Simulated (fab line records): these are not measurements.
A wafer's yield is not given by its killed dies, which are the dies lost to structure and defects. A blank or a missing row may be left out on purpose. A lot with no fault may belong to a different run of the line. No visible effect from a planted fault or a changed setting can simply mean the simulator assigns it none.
Matching of chambers / flow berkeley cmos170 / rie diel-01 running UCB170_V1_ETCH_14: 4 sister chambers
The step etches SiO2 in CHF3/CF4/Ar, stops on Al, target depth 1250 nm, time 291 s. 4 wafers are shown with their chamber, then 7 later ones without.

## WAFERS, EACH WITH ITS CHAMBER
wafer=L198.1; chamber=3; drypump motor current A (A)=6.0
wafer=L196.2; chamber=0; drypump motor current A (A)=6.1
wafer=L208.1; chamber=1; drypump motor current A (A)=6.0
wafer=L208.3; chamber=2; drypump motor current A (A)=5.4

## WAFERS MISSING THEIR CHAMBER
wafer=L208.6; drypump motor current A (A)=6.2
wafer=L211.3; drypump motor current A (A)=5.5
wafer=L211.5; drypump motor current A (A)=6.0
wafer=L211.6; drypump motor current A (A)=6.1
wafer=L212.1; drypump motor current A (A)=6.1
wafer=L212.2; drypump motor current A (A)=6.1
wafer=L212.5; drypump motor current A (A)=6.1

## WHICH CHAMBER EACH WENT THROUGH
wafer=L208.6; from the rows above=can't be placed: 0 or 1 or 3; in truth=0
wafer=L211.3; from the rows above=2; in truth=2
wafer=L211.5; from the rows above=can't be placed: 1 or 3 or 0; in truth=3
wafer=L211.6; from the rows above=can't be placed: 0 or 1 or 3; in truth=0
wafer=L212.1; from the rows above=can't be placed: 0 or 1 or 3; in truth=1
wafer=L212.2; from the rows above=can't be placed: 0 or 1 or 3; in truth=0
wafer=L212.5; from the rows above=can't be placed: 0 or 1 or 3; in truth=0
1 of 7 placed correctly. From these rows, 6 cannot be placed; in 6 the true chamber is one of the candidates. 0 placed wrongly.
How it was worked out, from the rows above alone: a wafer's distance from a chamber is the root of the sum, over the readings, of the square of ((its reading less the chamber's mean) divided by the reading's scatter). If the next closest chamber is less than 2 further off than the closest, the wafer can't be placed; otherwise it belongs to the closest. For every chamber, the mean is computed from those of its wafers that are shown. The scatter: root of mean squared gap, hidden wafer to nearest shown wafer, with one shown wafer a chamber.
